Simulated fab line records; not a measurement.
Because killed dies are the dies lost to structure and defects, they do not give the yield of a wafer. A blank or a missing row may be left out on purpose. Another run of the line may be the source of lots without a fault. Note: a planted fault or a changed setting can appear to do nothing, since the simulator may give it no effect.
Matching of chambers + flow ritCmos + 4 sister chambers for RIT_GATE_ETCH_19 on rieSi-02
The step etches poly-Si in SF6/CHF3/O2, stops on SiO2, time 165 s, target depth 312.5 nm. 4 wafers are shown with their chamber, then 8 later ones without.

EACH WAFER AND ITS CHAMBER
| wafer  | chamber | drypumpMotorCurrentA (A) |
|--------|---------|--------------------------|
| L434.1 | 3       | 6.5                      |
| L438.5 | 0       | 6.0                      |
| L438.6 | 1       | 5.3                      |
| L440.3 | 2       | 5.3                      |

WAFERS WITH NO CHAMBER GIVEN
| wafer  | drypumpMotorCurrentA (A) |
|--------|--------------------------|
| L440.4 | 5.9                      |
| L440.5 | 5.9                      |
| L444.1 | 6.5                      |
| L444.2 | 5.4                      |
| L444.6 | 5.3                      |
| L446.1 | 5.3                      |
| L446.4 | 5.3                      |
| L446.5 | 5.9                      |

WHICH CHAMBER EACH ONE RAN IN
| wafer  | from the rows above     | in truth |
|--------|-------------------------|----------|
| L440.4 | 0                       | 0        |
| L440.5 | 0                       | 0        |
| L444.1 | 3                       | 3        |
| L444.2 | can't be placed: 1 or 2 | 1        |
| L444.6 | can't be placed: 1 or 2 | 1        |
| L446.1 | can't be placed: 1 or 2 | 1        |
| L446.4 | can't be placed: 1 or 2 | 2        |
| L446.5 | 0                       | 0        |
4 of 8 placed correctly. Not placeable from these rows: 4 (in 4, the candidates include the true chamber). 0 placed wrongly.
How it was worked out, from the rows above alone: a wafer's distance from a chamber is the root of the sum, over the readings, of the square of ((its reading less the chamber's mean) divided by the reading's scatter). The wafer belongs to the nearest chamber; if the next one is less than 2 further off, it can't be placed. Each chamber's mean is taken over the wafers shown for it. The scatter (one wafer shown for each chamber): square how far every hidden wafer sits from the nearest shown wafer, average those squares and take the square root.
